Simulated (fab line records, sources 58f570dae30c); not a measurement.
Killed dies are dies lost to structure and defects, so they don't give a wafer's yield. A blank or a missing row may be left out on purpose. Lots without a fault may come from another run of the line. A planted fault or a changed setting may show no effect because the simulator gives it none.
Which tool did it? | flow berkeley_cmos170 | 6 lots, 18 wafers sampled, at 4 steps of a route of 331

WHAT THE GAUGES READ, wafer by wafer
UCB170_V2_THK_MEAS_01.
lot  | measured     | on            | V2_TEOS_THK (nm)
L239 | day 7 22:16  | film_metro-02 | 2004 1993 2003
L245 | day 8 18:37  | film_metro-02 | 2016 2024 2044
L244 | day 8 19:19  | film_metro-02 | 1973 2018 2022
L247 | day 9 16:07  | film_metro-04 | 1687 1715 1994
L255 | day 11 08:00 | film_metro-03 | 1979 1969 2005
L259 | day 11 22:42 | film_metro-04 | 1989 1972 2025

WHICH TOOL RAN EACH LOT (tool, then ch and the chambers of the sampled wafers, then the start)
lot  | UCB170_V1_CVD_00                | UCB170_V1_STRIP_15                   | UCB170_V2_CVD_00
L239 | pecvd-01 ch 0,1,2, day 7 15:44  | plasma_asher-01 ch 0,1, day 7 18:43  | pecvd-02 ch 0,1,2, day 7 22:06
L245 | pecvd-04 ch 0,1,2, day 8 10:48  | plasma_asher-01 ch 0,1, day 8 13:44  | pecvd-02 ch 0,1, day 8 18:26
L244 | pecvd-04 ch 1,2, day 8 10:57    | plasma_asher-01 ch 0,1, day 8 13:52  | pecvd-01 ch 1,2, day 8 19:04
L247 | pecvd-01 ch 0,1,2, day 9 10:42  | plasma_asher-02 ch 0,1, day 9 13:07  | pecvd-02 ch 0,1, day 9 15:57
L255 | pecvd-01 ch 0,1,2, day 11 02:18 | plasma_asher-02 ch 0,1, day 11 04:49 | pecvd-01 ch 0,1, day 11 07:51
L259 | pecvd-01 ch 0,1, day 11 16:05   | plasma_asher-03 ch 0, day 11 18:52   | pecvd-04 ch 0,1, day 11 22:32
- UCB170_V1_CVD_00: deposits SiO2 from TEOS/O2, target thk 2000 nm, time 250 s.
- UCB170_V1_STRIP_15: strips in O2.
- UCB170_V2_CVD_00: deposits SiO2 from TEOS/O2, target thk 2000 nm, time 250 s.

THE ANSWER, worked out from the rows above alone
Rule: what is usual is taken from the lots themselves. Put in order of their means at a reading, lots are off if they are a third of the lots or fewer, leave a main group of 4 or more, and stand apart from it by a gap of 3 or more times the standard deviation of the main group's means; of several such gaps the widest counts. A main group whose means are all the same, to the digits that the tables above print for the reading, isn't used. A lot without any number at a reading at which 4 lots or more have one is off too. The other lots that the step has rows for count as sound.
Off: L247, at UCB170_V2_THK_MEAS_01 (V2_TEOS_THK). The main group: mean 2002 nm, standard deviation 14.
A tool fits if, at a process step before that reading, it ran every lot that is off, and no sound lot after the first of them. The gauges at UCB170_V2_THK_MEAS_01 are tried like those tools. One fits: pecvd-02 at UCB170_V2_CVD_00. Its last sound lot is L245 (day 8 18:26), its first lot that is off L247 (day 9 15:57): a fault that began between those two fits.

WHAT THE SIMULATOR HAD PUT IN
Process parameter drift: pecvd-02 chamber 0, from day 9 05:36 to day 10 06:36, at UCB170_V2_CVD_00. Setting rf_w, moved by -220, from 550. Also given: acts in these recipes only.
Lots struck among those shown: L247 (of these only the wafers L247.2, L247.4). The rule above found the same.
